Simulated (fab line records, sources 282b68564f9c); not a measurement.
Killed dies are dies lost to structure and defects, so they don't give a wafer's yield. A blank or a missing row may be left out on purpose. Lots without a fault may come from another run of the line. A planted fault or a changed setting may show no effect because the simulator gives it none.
Which tool did it? | flow rit_cmos | 7 lots, 21 wafers sampled, at 2 steps of a route of 202

WHAT THE GAUGES READ, wafer by wafer
RIT_SDANNEAL_RS_MEAS_05: measures by four-point-probe.
lot  | measured    | on            | NSD_RS (ohm/sq)
L292 | day 3 21:11 | film_metro-03 | 84.76 84.79 84.64
L293 | day 4 11:00 | film_metro-03 | 84.36 84.51 84.57
L297 | day 4 20:42 | film_metro-03 | 85.14 84.57 84.86
L300 | day 5 10:48 | film_metro-03 | 85.09 84.99 84.98
L303 | day 6 01:45 | film_metro-04 | 84.47 84.35 84.50
L307 | day 7 05:05 | film_metro-04 | 84.77 84.93 84.74
L311 | day 8 07:48 | film_metro-04 | 84.28 84.54 84.51

WHICH TOOL RAN EACH LOT (tool, then ch and the chambers of the sampled wafers, then the start)
lot  | RIT_NSD_IMPLANT_08
L292 | implanter-03 ch 0, day 3 18:43
L293 | implanter-04 ch 0, day 4 08:38
L297 | implanter-01 ch 0, day 4 18:13
L300 | implanter-01 ch 0, day 5 08:04
L303 | implanter-01 ch 0, day 5 23:17
L307 | implanter-01 ch 0, day 7 02:44
L311 | implanter-03 ch 0, day 8 05:28
- RIT_NSD_IMPLANT_08

THE ANSWER, worked out from the rows above alone
Rule: what is usual is taken from the lots themselves. Put in order of their means at a reading, lots are off if they are a third of the lots or fewer, leave a main group of 4 or more, and stand apart from it by a gap of 3 or more times the standard deviation of the main group's means; of several such gaps the widest counts. A main group whose means are all the same, to the digits that the tables above print for the reading, isn't used. A lot without any number at a reading at which 4 lots or more have one is off too. The other lots that the step has rows for count as sound.
No lot is off at any reading shown: from this, nothing can be told.

WHAT THE SIMULATOR HAD PUT IN
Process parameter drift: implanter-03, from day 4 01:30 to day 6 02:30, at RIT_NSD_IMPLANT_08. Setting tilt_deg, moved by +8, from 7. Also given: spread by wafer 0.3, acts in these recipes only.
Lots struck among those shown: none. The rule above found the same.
